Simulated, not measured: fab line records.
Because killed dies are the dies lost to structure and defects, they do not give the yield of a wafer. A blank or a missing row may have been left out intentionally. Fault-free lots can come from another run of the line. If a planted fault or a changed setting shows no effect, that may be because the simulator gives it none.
A lot that was struck, set against a sound lot    flow berkeleyCmos170    28 out of 331 route steps
Sound: these wafers, L768.1, L768.3, L768.4. Struck: wafers L756.3, L756.4, L756.5. At the end, the cause is stated.
At each step with rows: each side's tool, then ch and its chambers, then its first start. Under that, the readings that differ: sound wafers    struck wafers    difference of the means    sigmas: that difference in standard deviations of wafers without a fault.
alike: words and numbers the same on both sides, and readings whose means are apart by under 2 such deviations; not compared: readings that were withheld, readings missing a value for some wafer, numbers with overlapping values and no deviation given by the record, and bounds like >300 which may hide the same value.
The two part at a step that has a row with sigmas, a row that says differs or no value, or rows on one side only. Numbers that have no deviation but don't overlap get no sigmas and don't part them. Lack of a reading on every wafer of one side parts them only where that side has two or more wafers.

UCB170_PWELL_STRIP_16: strips in O2.
  sound on plasmaAsher-04 ch 0,1, day 6 12:35; struck on plasmaAsher-03 ch 0,1, day 4 00:34
  alike: drypumpMotorCurrentA, oesProductAu, stripTimeToEndpointS
  not compared: rfHoursCounterH
UCB170_PWELL_TW_MEAS_17:
  struck on filmMetro-04, day 4 00:40; sound on filmMetro-02, day 6 12:41
reading   sound        struck       difference  sigmas
PWELL_TW  382 383 380  372 370 371  -11         -3
then, 5 steps without rows for these wafers: UCB170_PWELL_CLEAN_18 (cleans in SPM, time 600 s); UCB170_PWELL_WET_ETCH_19 (etches Si3N4 in H3PO4, time 14400 s); UCB170_PWELL_WET_ETCH_20 (etches SiO2 in BOE, time 22 s); UCB170_WELLDRIVE_CLEAN_00 (cleans in SPM, time 600 s); UCB170_WELLDRIVE_OXIDATION_01 (target thk 199 nm, ox time 9000 s).
UCB170_WELLDRIVE_THK_MEAS_02:
  struck on filmMetro-02, day 4 17:42; sound on filmMetro-01, day 7 03:56
  alike: WELLDRIVE_OXIDE_THK
then, 4 steps without rows for these wafers: UCB170_WELLDRIVE_ANNEAL_03 (time 900 s); UCB170_WELLDRIVE_WET_ETCH_04 (etches SiO2 in BOE, time 120 s); UCB170_ACTIVE_CLEAN_00 (cleans in SPM, time 600 s); UCB170_ACTIVE_CLEAN_01 (cleans in dHF, time 60 s).
UCB170_ACTIVE_OXIDATION_02: target thk 26.4 nm, ox time 1260 s.
  sound on furnace-01 ch 0, day 7 16:36; struck on furnace-01 ch 0, day 5 09:38
UCB170_ACTIVE_THK_MEAS_03:
  struck on filmMetro-03, day 5 11:01; sound on filmMetro-04, day 7 17:57
reading                sound           struck          difference  sigmas
ACTIVE_OXIDE_THK (nm)  25.5 25.6 26.2  39.9 39.3 38.9  +13.6       +20
then, 2 steps without rows for these wafers: UCB170_ACTIVE_ANNEAL_04 (time 900 s); UCB170_ACTIVE_CVD_05 (deposits Si3N4 from SiH2Cl2/NH3, target thk 220 nm, time 3300 s).
UCB170_ACTIVE_THK_MEAS_06:
  struck on filmMetro-03, day 5 16:00; sound on filmMetro-03, day 8 00:43
  alike: ACTIVE_NITRIDE_THK
then, 6 steps without rows for these wafers: UCB170_ACTIVE_HMDS_07 (prime time 60 s); UCB170_ACTIVE_COAT_08 (resist thk 900 nm); UCB170_ACTIVE_SOFTBAKE_09 (time 60 s); UCB170_ACTIVE_EXPOSE_10 (exposes mask ACTIVE, target cd 1200 nm); UCB170_ACTIVE_PEB_11; UCB170_ACTIVE_DEVELOP_12 (develop time 45 s).
UCB170_ACTIVE_CD_MEAS_13: target cd 1200 nm.
  struck on cdSem-01, day 5 17:14; sound on cdSem-02, day 8 02:44
  alike: cdNm
UCB170_ACTIVE_OVL_MEAS_14:
  struck on overlay-01, day 5 17:20; sound on overlay-01, day 8 02:51
  alike: ACTIVE_OVL
UCB170_ACTIVE_ETCH_15: etches Si3N4 in CH3F/Ar/O2, stops on SiO2, target depth 242 nm, time 151 s.
  sound on rieDiel-04 ch 1,2,3, day 8 02:53; struck on rieDiel-02 ch 1,2, day 5 17:21
reading                                       sound              struck             difference  sigmas
model.SiO2_of_ACTIVE_OXIDATION_02.thkNm (nm)  21.97 22.07 22.62  35.92 35.08 34.96  +13.10      
  alike: drypumpMotorCurrentA, oesProductAu, throttleValvePct
  not compared: rfHoursCounterH
UCB170_ACTIVE_STRIP_16: strips in O2.
  sound on plasmaAsher-01 ch 0,1, day 8 02:59; struck on plasmaAsher-01 ch 0,1, day 5 17:29
  alike: drypumpMotorCurrentA, oesProductAu, stripTimeToEndpointS
  not compared: rfHoursCounterH
UCB170_M3_PROBE_99:
  the record holds rows for the sound wafers here (prober-02, day 12 02:42) but none for the struck ones

== WHERE THEY PART ==
Last at UCB170_M3_PROBE_99 as far as this record goes, first at UCB170_PWELL_TW_MEAS_17.

WHY: the cause the simulator had injected
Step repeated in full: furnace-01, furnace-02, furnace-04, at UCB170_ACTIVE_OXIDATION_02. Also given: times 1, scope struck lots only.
